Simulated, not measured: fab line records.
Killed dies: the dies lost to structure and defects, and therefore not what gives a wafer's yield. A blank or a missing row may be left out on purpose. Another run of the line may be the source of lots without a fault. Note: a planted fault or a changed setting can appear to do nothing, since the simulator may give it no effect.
Which tool did it?    flow berkeleyCmos170    42 wafers from 14 lots sampled at 6 of the route's 331 steps

== WHAT THE GAUGES READ, wafer by wafer ==
UCB170_SCREENOX_THK_MEAS_02.
lot   measured      on            SCREENOX_OXIDE_THK (nm)
L594  day 6 10:07   filmMetro-03  14.41 14.28 14.47
L596  day 6 10:08   filmMetro-01  14.51 14.75 14.53
L597  day 6 21:33   filmMetro-03  14.66 14.80 14.74
L601  day 7 19:49   filmMetro-04  14.67 14.55 14.77
L606  day 8 21:56   filmMetro-04  14.19 13.90 14.19
L608  day 9 07:11   filmMetro-03  14.39 14.61 14.28
L607  day 9 16:06   filmMetro-04  14.61 14.60 14.45
L609  day 9 16:09   filmMetro-01  14.89 14.72 14.67
L610  day 10 02:28  filmMetro-03  14.25 14.09 14.19
L611  day 10 06:07  filmMetro-01  13.66 13.78 14.15
L614  day 10 20:42  filmMetro-01  14.30 14.45 14.45
L615  day 10 20:46  filmMetro-01  14.73 14.61 14.51
L616  day 10 20:46  filmMetro-03  14.38 14.33 14.37
L617  day 12 02:55  filmMetro-03  14.50 14.53 14.53

UCB170_NLDD_CD_MEAS_06 targets a cd of 1200 nm.
lot   measured      on        cdNm (nm)
L594  day 7 13:33   cdSem-02  1200.6 1200.3 1198.3
L596  day 7 13:50   cdSem-02  1200.6 1199.8 1201.3
L597  day 8 07:35   cdSem-01  1200.5 1200.1 1199.6
L601  day 9 06:01   cdSem-01  1199.8 1201.1 1200.2
L606  day 10 01:49  cdSem-01  1202.5 1203.5 1202.0
L608  day 10 12:18  cdSem-01  1198.1 1198.1 1198.9
L607  day 11 02:23  cdSem-01  1201.3 1199.9 1200.3
L609  day 11 03:05  cdSem-02  1200.5 1198.3 1200.7
L610  day 11 03:26  cdSem-01  1199.4 1199.7 1200.2
L611  day 11 03:01  cdSem-01  1201.4 1200.9 1199.7
L614  day 12 12:38  cdSem-01  1200.4 1200.5 1199.7
L615  day 12 11:23  cdSem-01  1200.7 1200.9 1200.8
L616  day 12 10:59  cdSem-01  1202.4 1200.9 1202.0
L617  day 13 09:03  cdSem-02  1201.8 1199.9 1201.6

UCB170_NLDD_OVL_MEAS_07.
lot   measured      on          NLDD_OVL (nm)
L594  day 7 13:40   overlay-01  3 15 1
L596  day 7 13:57   overlay-01  0 11 -1
L597  day 8 07:42   overlay-02  -1 9 3
L601  day 9 06:07   overlay-02  -3 6 3
L606  day 10 01:54  overlay-02  6 10 6
L608  day 10 12:25  overlay-01  6 5 -3
L607  day 11 02:31  overlay-02  0 -1 2
L609  day 11 03:11  overlay-01  -11 -7 -5
L610  day 11 03:32  overlay-02  -2 -1 -3
L611  day 11 03:08  overlay-02  -2 3 6
L614  day 12 12:44  overlay-02  10 0 6
L615  day 12 11:29  overlay-02  -3 3 5
L616  day 12 11:05  overlay-01  11 12 5
L617  day 13 09:10  overlay-02  -1 10 3

UCB170_NLDD_TW_MEAS_11.
lot   measured      on            NLDD_TW
L594  day 7 14:06   filmMetro-01  2222 2210 2207
L596  day 7 14:23   filmMetro-03  2211 2223 2218
L597  day 8 08:08   filmMetro-01  2203 2213 2197
L601  day 9 06:34   filmMetro-01  2217 2209 2212
L606  day 10 02:20  filmMetro-01  2120 2133 2124
L608  day 10 12:52  filmMetro-04  2269 2254 2265
L607  day 11 02:56  filmMetro-01  2120 2124 2124
L609  day 11 03:38  filmMetro-04  2263 2254 2259
L610  day 11 03:58  filmMetro-01  2212 2218 2213
L611  day 11 03:34  filmMetro-03  2224 2238 2233
L614  day 12 13:11  filmMetro-03  2230 2228 2217
L615  day 12 11:55  filmMetro-03  2224 2220 2234
L616  day 12 11:32  filmMetro-04  2265 2263 2267
L617  day 13 09:37  filmMetro-04  2251 2235 2249

UCB170_SDANNEAL_RS_MEAS_05: a four-point-probe measurement.
lot   measured      on            NLDD_RS (ohm/sq)
L594  day 8 05:03   filmMetro-04  613.5 613.3 613.9
L596  day 8 05:48   filmMetro-04  613.8 615.2 616.7
L597  day 8 21:29   filmMetro-03  615.7 618.4 618.1
L601  day 9 17:33   filmMetro-03  612.0 611.7 614.8
L606  day 10 14:43  filmMetro-03  536.5 537.4 537.8
L608  day 11 03:00  filmMetro-03  616.3 615.2 616.8
L607  day 11 15:14  filmMetro-01  538.2 539.1 537.6
L609  day 11 15:46  filmMetro-04  615.8 616.3 615.1
L610  day 11 16:25  filmMetro-01  616.9 616.6 616.9
L611  day 11 15:43  filmMetro-01  617.3 617.2 617.4
L614  day 12 23:44  filmMetro-01  617.2 617.6 616.4
L615  day 12 23:26  filmMetro-04  614.0 614.3 615.6
L616  day 12 23:04  filmMetro-03  615.0 614.7 615.2
L617  day 14 02:14  filmMetro-01  616.8 619.0 614.6

== WHICH TOOL RAN EACH LOT (tool, then ch and the chambers of the sampled wafers, then the start) ==
lot   UCB170_NLDD_IMPLANT_08
L594  implanter-01 ch 0, day 7 13:42
L596  implanter-02 ch 0, day 7 13:59
L597  implanter-04 ch 0, day 8 07:44
L601  implanter-02 ch 0, day 9 06:11
L606  implanter-02 ch 0, day 10 01:59
L608  implanter-04 ch 0, day 10 12:28
L607  implanter-02 ch 0, day 11 02:32
L609  implanter-01 ch 0, day 11 03:14
L610  implanter-04 ch 0, day 11 03:35
L611  implanter-04 ch 0, day 11 03:10
L614  implanter-01 ch 0, day 12 12:47
L615  implanter-04 ch 0, day 12 11:33
L616  implanter-01 ch 0, day 12 11:10
L617  implanter-01 ch 0, day 13 09:13
- UCB170_NLDD_IMPLANT_08

== AS READ BY THE TOOLS THEMSELVES (means over the sampled wafers that have a number; for cases with no such wafer, the mark the record gives instead) ==
UCB170_NLDD_IMPLANT_08.
lot   tool          beamOnS (s)  tiltDeg (degrees)
L594  implanter-01  10.15        7.021
L596  implanter-02  9.85         6.982
L597  implanter-04  9.95         7.006
L601  implanter-02  10.05        7.002
L606  implanter-02  10.21        0.003
L608  implanter-04  10.06        7.004
L607  implanter-02  9.94         0.018
L609  implanter-01  10.09        6.997
L610  implanter-04  10.08        7.004
L611  implanter-04  10.07        6.993
L614  implanter-01  10.08        6.985
L615  implanter-04  9.95         6.999
L616  implanter-01  10.16        7.016
L617  implanter-01  9.97         6.994

== THE ANSWER, worked out from the rows above alone ==
Rule: usual is defined by the lots themselves. The widest of any qualifying gaps counts: lots, ordered by their means at a reading, are off when they make up no more than a third of the lots, leave a main group of 4 or more, and stand apart from it by 3 or more times the standard deviation of that group's means. A main group whose means are all the same, to the digits that the tables above print for the reading, isn't used. A lot without any number at a reading at which 4 lots or more have one is off too. All remaining lots with rows at the step are treated as sound. Order of review: gauges by route order, followed by the tools' own readings, for which a lot's mean as printed above is used. At the first step where some lot is off, the reading lying furthest off is the one used; lots without a number count as furthest.
Off: L606, L607, at UCB170_NLDD_TW_MEAS_11 (NLDD_TW). Main group: mean 2231, sd 20.
If a tool, at a process step before that reading, ran all the lots that are off and no sound lot after the first of them, it fits. The gauges at UCB170_NLDD_TW_MEAS_11 aren't tried: what is off there is off at UCB170_NLDD_IMPLANT_08 too, on other tools, and a gauge's error can't cause that. One fits: implanter-02 at UCB170_NLDD_IMPLANT_08. A fault onset in the window from L601 (day 9 06:11, its last sound lot) to L606 (day 10 01:59, its first lot off) fits.
The tool's own readings at UCB170_NLDD_IMPLANT_08 bear it out: on the lots that are off they differ by more than 5 times the standard deviation of the sound lots' means. tiltDeg reads 0.010 degrees there against 7.000 degrees on the sound lots.

== WHAT THE SIMULATOR PUT IN ==
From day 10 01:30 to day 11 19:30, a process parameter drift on implanter-02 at UCB170_NLDD_IMPLANT_08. Setting tiltDeg, moved by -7, from 7. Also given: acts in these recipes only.
Struck lots among those shown: L606, L607. This agrees with what the rule above found.
